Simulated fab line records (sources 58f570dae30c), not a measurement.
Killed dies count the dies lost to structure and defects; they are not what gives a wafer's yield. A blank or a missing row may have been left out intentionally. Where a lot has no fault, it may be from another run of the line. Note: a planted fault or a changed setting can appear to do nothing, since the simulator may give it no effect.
What tool caused it? | flow berkeleyCmos170 | 13 lots with 39 wafers sampled at 4 steps, on a route of 331 steps

== WHAT THE GAUGES SHOWED, per wafer ==
UCB170_PLDD_OVL_MEAS_07. Usual: PLDD_OVL gives -2 nm (standard deviation 5.7).
lot  | measured     | on         | PLDD_OVL (nm) | flag
L654 | day 6 09:36  | overlay-01 | -5 2 0        | 
L655 | day 6 10:27  | overlay-01 | -9 -9 -13     | 
L656 | day 6 10:09  | overlay-02 | -3 -7 2       | 
L661 | day 7 11:19  | overlay-02 | 333 320 326   | OFF
L660 | day 7 11:33  | overlay-01 | 0 -7 -3       | 
L662 | day 8 01:23  | overlay-01 | 319 325 319   | OFF
L664 | day 8 10:08  | overlay-01 | 329 335 330   | OFF
L663 | day 8 10:19  | overlay-01 | 317 319 318   | OFF
L670 | day 9 08:56  | overlay-01 | -1 -7 -4      | 
L669 | day 9 09:13  | overlay-01 | -7 -11 -6     | 
L674 | day 10 05:56 | overlay-01 | -2 1 3        | 
L675 | day 11 02:19 | overlay-01 | -2 -7 3       | 
L673 | day 11 02:53 | overlay-02 | -11 -17 -5    | 

UCB170_NLDD_OVL_MEAS_07. Usual: NLDD_OVL gives -2 nm (standard deviation 5.3).
lot  | measured     | on         | NLDD_OVL (nm) | flag
L654 | day 6 12:04  | overlay-02 | -6 -3 -2      | 
L655 | day 6 13:34  | overlay-02 | -5 -10 -11    | 
L656 | day 6 13:14  | overlay-02 | -5 -11 -7     | 
L661 | day 7 13:34  | overlay-01 | 2 -7 -3       | 
L660 | day 7 13:38  | overlay-02 | -2 0 -10      | 
L662 | day 8 03:19  | overlay-01 | -1 -3 -1      | 
L664 | day 8 12:17  | overlay-02 | -10 -7 -5     | 
L663 | day 8 12:23  | overlay-02 | -9 -4 -4      | 
L670 | day 9 11:05  | overlay-01 | 1 5 4         | 
L669 | day 9 11:39  | overlay-02 | 1 4 3         | 
L674 | day 10 08:13 | overlay-02 | -10 -5 -6     | 
L675 | day 11 04:25 | overlay-01 | -2 -5 -5      | 
L673 | day 11 04:40 | overlay-02 | -11 -5 -5     | 

== EACH LOT AND THE TOOL THAT RAN IT (in order: tool; ch and the chambers of the sampled wafers; start) ==
lot  | UCB170_PVT_STRIP_08                 | UCB170_PLDD_EXPOSE_03
L654 | plasmaAsher-04 ch 0,1, day 5 17:37  | krfScanner-01 ch 0, day 6 08:41
L655 | plasmaAsher-03 ch 0,1, day 5 18:11  | krfScanner-01 ch 0, day 6 09:07
L656 | plasmaAsher-04 ch 0,1, day 5 18:13  | krfScanner-01 ch 0, day 6 08:57
L661 | plasmaAsher-04 ch 1, day 6 17:43    | krfScanner-02 ch 0, day 7 10:42
L660 | plasmaAsher-03 ch 0,1, day 6 18:05  | krfScanner-01 ch 0, day 7 11:02
L662 | plasmaAsher-02 ch 0, day 7 10:52    | krfScanner-02 ch 0, day 8 00:53
L664 | plasmaAsher-02 ch 0,1, day 7 20:05  | krfScanner-02 ch 0, day 8 09:39
L663 | plasmaAsher-04 ch 0,1, day 7 20:10  | krfScanner-02 ch 0, day 8 09:50
L670 | plasmaAsher-03 ch 0,1, day 8 14:22  | krfScanner-01 ch 0, day 9 08:13
L669 | plasmaAsher-03 ch 0,1, day 8 14:52  | krfScanner-01 ch 0, day 9 08:41
L674 | plasmaAsher-04 ch 0,1, day 9 19:09  | krfScanner-01 ch 0, day 10 05:25
L675 | plasmaAsher-03 ch 0,1, day 10 10:32 | krfScanner-01 ch 0, day 11 01:51
L673 | plasmaAsher-04 ch 0,1, day 10 10:39 | krfScanner-01 ch 0, day 11 02:23
- UCB170_PVT_STRIP_08: strips in O2.
- UCB170_PLDD_EXPOSE_03: exposes mask PSELECT, target cd 1200 nm.

== AS READ BY THE TOOLS THEMSELVES (means over the sampled wafers that have a number; for cases with no such wafer, the mark the record gives instead) ==
UCB170_PVT_STRIP_08. Usual: drypumpMotorCurrentA 6.0 A, standard deviation 0.38; o2FlowSccm 400.2 sccm, standard deviation 1.2; oesProductAu 0.735 a.u., standard deviation 0.0044; stripTimeToEndpointS 21.62 s, standard deviation 0.065.
lot  | tool           | drypumpMotorCurrentA (A) | o2FlowSccm (sccm) | oesProductAu (a.u.) | stripTimeToEndpointS (s) | flag
L654 | plasmaAsher-04 | 6.3                      | 400.1             | 0.734               | 21.56                    | 
L655 | plasmaAsher-03 | 6.1                      | 400.8             | 0.736               | 21.62                    | 
L656 | plasmaAsher-04 | 5.9                      | 400.8             | 0.739               | 21.74                    | 
L661 | plasmaAsher-04 | 5.6                      | 399.6             | 0.735               | 21.53                    | 
L660 | plasmaAsher-03 | 6.1                      | 400.7             | 0.734               | 21.60                    | 
L662 | plasmaAsher-02 | 5.9                      | 399.2             | 0.738               | 21.63                    | 
L664 | plasmaAsher-02 | 5.8                      | 399.8             | 0.732               | 21.65                    | 
L663 | plasmaAsher-04 | 6.3                      | 399.6             | 0.735               | 21.67                    | 
L670 | plasmaAsher-03 | 6.1                      | 399.4             | 0.735               | 21.60                    | 
L669 | plasmaAsher-03 | 6.1                      | 400.0             | 0.735               | 21.69                    | 
L674 | plasmaAsher-04 | 5.9                      | 401.0             | 0.737               | 21.70                    | 
L675 | plasmaAsher-03 | 6.1                      | 400.7             | 0.733               | 21.56                    | 
L673 | plasmaAsher-04 | 5.9                      | 399.5             | 0.731               | 21.69                    | 

UCB170_PLDD_EXPOSE_03. Usual: exposureDoseMJCm2 30.10, standard deviation 0.03.
lot  | tool          | exposureDoseMJCm2 | flag
L654 | krfScanner-01 | 30.14             | 
L655 | krfScanner-01 | 30.11             | 
L656 | krfScanner-01 | 30.07             | 
L661 | krfScanner-02 | 30.09             | 
L660 | krfScanner-01 | 30.09             | 
L662 | krfScanner-02 | 30.09             | 
L664 | krfScanner-02 | 30.08             | 
L663 | krfScanner-02 | 30.10             | 
L670 | krfScanner-01 | 30.12             | 
L669 | krfScanner-01 | 30.12             | 
L674 | krfScanner-01 | 30.10             | 
L675 | krfScanner-01 | 30.08             | 
L673 | krfScanner-01 | 30.12             | 

== THE ANSWER, worked out from the rows above alone ==
Rule: take the mean of a lot's wafers that have a number; if it is more than 3 standard deviations from the usual mean, the lot is off. A lot without any number at a reading at which 4 lots or more have one is off too. The other lots that the step has rows for count as sound. Order of review: gauges by route order, followed by the tools' own readings, for which a lot's mean as printed above is used. At the first step where some lot is off, the reading lying furthest off is the one used; lots without a number count as furthest.
Off: at UCB170_PLDD_OVL_MEAS_07 (PLDD_OVL), L661, L662, L664, L663.
A tool fits if, at a process step before that reading, it ran every lot that is off, and no sound lot after the first of them. The gauges at UCB170_PLDD_OVL_MEAS_07 are tried like those tools. One candidate fits, namely krfScanner-02 at UCB170_PLDD_EXPOSE_03. It ran no sound lot before its first lot that is off in this sample, so the start can't be narrowed down.

== WHAT THE SIMULATOR HAD INSERTED ==
Scanner matching overlay: krfScanner-02, from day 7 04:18 on, at UCB170_PLDD_EXPOSE_03. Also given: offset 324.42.
Struck lots among those shown: L661, L662, L664, L663. The rule above reached the same finding.
